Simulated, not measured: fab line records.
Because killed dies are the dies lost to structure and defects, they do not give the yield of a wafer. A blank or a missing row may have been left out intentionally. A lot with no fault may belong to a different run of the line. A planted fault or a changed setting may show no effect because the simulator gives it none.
Lot-split experiment + flow berkeleyCmos170 + on a route of 331 steps: 5 lots, 23 wafers read

## ON THE SPLIT
At UCB170_M1_COAT_04 (resist thk 900 nm), the setting resistThkNm was moved away from the recipe's 900 nm on 9 of the 23 wafers read, by -5.6% to +5.0%. For the rest of the wafers, this setting stayed at what the recipe calls for.

## FROM THE SPLIT TO THE READING: what the file shows between them, 3 steps
- UCB170_M1_SOFTBAKE_05: time 60 s
- UCB170_M1_EXPOSE_06: exposes mask METAL1, target cd 700 nm
- UCB170_M1_ETCH_11: etches BARC in N2/H2

## THE READING
KrF_of_M1_COAT_04.thkNm (the simulator's own value, which no gauge read), in nm, at UCB170_M1_METAL_ETCH_12 (etches Al in Cl2/BCl3, stops on PSG, target depth 780 nm, time 130 s). There is no usual value for it anywhere in the file. Average 434.3 nm, standard deviation 10 nm, over the 14 wafers here run with the recipe.

| wafer  | tool, chamber at the split | resistThkNm as run, nm | against the recipe | KrF_of_M1_COAT_04.thkNm, nm | against lot-mates on the recipe |
|--------|----------------------------|------------------------|--------------------|-----------------------------|---------------------------------|
| L075.1 | lithoTrack-04, 0           | 900                    | recipe             | 427.8                       | -                               |
| L075.2 | lithoTrack-04, 0           | 900                    | recipe             | 436.6                       | -                               |
| L075.6 | lithoTrack-04, 0           | 900                    | recipe             | 442.2                       | -                               |
| L080.2 | lithoTrack-03, 0           | 900                    | recipe             | 433.6                       | -                               |
| L080.3 | lithoTrack-03, 0           | 853.8                  | -5.1%              | 381.9                       | -57.2                           |
| L080.4 | lithoTrack-03, 0           | 900                    | recipe             | 445.5                       | -                               |
| L080.5 | lithoTrack-03, 0           | 900                    | recipe             | 438.1                       | -                               |
| L080.6 | lithoTrack-03, 0           | 853.8                  | -5.1%              | 388.5                       | -50.6                           |
| L076.2 | lithoTrack-04, 0           | 938.6                  | +4.3%              | 459.4                       | +30.3                           |
| L076.3 | lithoTrack-04, 0           | 900                    | recipe             | 451.7                       | -                               |
| L076.4 | lithoTrack-04, 0           | 900                    | recipe             | 417.3                       | -                               |
| L076.5 | lithoTrack-04, 0           | 900                    | recipe             | 418.3                       | -                               |
| L076.6 | lithoTrack-04, 0           | 938.6                  | +4.3%              | 487.6                       | +58.5                           |
| L082.1 | lithoTrack-01, 0           | 900                    | recipe             | 445.9                       | -                               |
| L082.2 | lithoTrack-01, 0           | 900                    | recipe             | 429.5                       | -                               |
| L082.3 | lithoTrack-01, 0           | 849.5                  | -5.6%              | 378                         | -54.2                           |
| L082.5 | lithoTrack-01, 0           | 900                    | recipe             | 421.3                       | -                               |
| L082.6 | lithoTrack-01, 0           | 849.5                  | -5.6%              | 389.5                       | -42.7                           |
| L083.1 | lithoTrack-04, 0           | 944.7                  | +5.0%              | 480.4                       | +43.9                           |
| L083.2 | lithoTrack-04, 0           | 900                    | recipe             | 436.1                       | -                               |
| L083.4 | lithoTrack-04, 0           | 900                    | recipe             | 436.9                       | -                               |
| L083.5 | lithoTrack-04, 0           | 944.7                  | +5.0%              | 477.7                       | +41.2                           |
| L083.6 | lithoTrack-04, 0           | 944.7                  | +5.0%              | 481.6                       | +45.1                           |

THE FIT
A straight line over all 23 wafers: KrF_of_M1_COAT_04.thkNm changes by +9.22 nm for each +1% of resistThkNm; r = +0.95; the points scatter about the line by 9.6 nm.
The same after taking each lot's own level away (the mean of its wafers on the recipe; 23 wafers): +9.38 nm for each +1%; r = +0.96; scatter 9.6 nm.
The reading moves by 53 nm for the largest change in resistThkNm, on that fit.
The span of the lots' own levels, 429.10 to 439.07 nm, comes to 1.0 times the standard deviation stated above.
The two slopes agree, so the slope changes little with the lot-to-lot level.
Check: with one of the wafers moved furthest among these (-5.6%) left out of the fit, the line predicts -52.5 nm for it against its lot-mates. Against them it came out at -54.2 nm.

## THESE WAFERS: OTHER SPLITS
These wafers also went through other splits before the reading. Each is held against what the fit with the lots' levels taken away leaves over:
| other split on the same wafers       | wafers away from the commonest value | r with KrF_of_M1_COAT_04.thkNm (lot level and that fit taken away) |
|--------------------------------------|--------------------------------------|--------------------------------------------------------------------|
| UCB170_NWELL_OXIDATION_01 tempC      | 15                                   | -0.11                                                              |
| UCB170_ACTIVE_CVD_05 sih2cl2FlowSccm | 15                                   | -0.17                                                              |
| UCB170_PFIELD_IMPLANT_07 energyKev   | 5                                    | -0.03                                                              |
| UCB170_PVT_COAT_01 spinRpm           | 5                                    | +0.03                                                              |
| UCB170_PVT_DEVELOP_05 devTempC       | 10                                   | +0.02                                                              |
| UCB170_PLDD_EXPOSE_03 doseMj         | 8                                    | -0.31                                                              |
| UCB170_NLDD_EXPOSE_03 doseMj         | 6                                    | +0.03                                                              |
| UCB170_PSD_EXPOSE_03 doseMj          | 8                                    | +0.06                                                              |
| UCB170_NSD_IMPLANT_08 energyKev      | 4                                    | +0.23                                                              |
| UCB170_SDANNEAL_RTA_01 timeS         | 7                                    | +0.18                                                              |

## THE WHOLE CHAIN: every reading that the file lists as answering this split, in the file's order
| step                    | what it does                                                         | reading                                                                  | change (the file's fit)              | r (the file's) |
|-------------------------|----------------------------------------------------------------------|--------------------------------------------------------------------------|--------------------------------------|----------------|
| UCB170_M1_COAT_04       | resist thk 900 nm                                                    | KrF_of_M1_COAT_04.thkNm (the simulator's own value, which no gauge read) | +8.9 nm for each +1% of the setting  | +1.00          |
| UCB170_M1_METAL_ETCH_12 | etches Al in Cl2/BCl3, stops on PSG, target depth 780 nm, time 130 s | KrF_of_M1_COAT_04.thkNm (the simulator's own value, which no gauge read) | +9.46 nm for each +1% of the setting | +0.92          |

## FILE'S OWN FIT
KrF_of_M1_COAT_04.thkNm changes by +9.46 nm for each +1% of resistThkNm, r = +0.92.
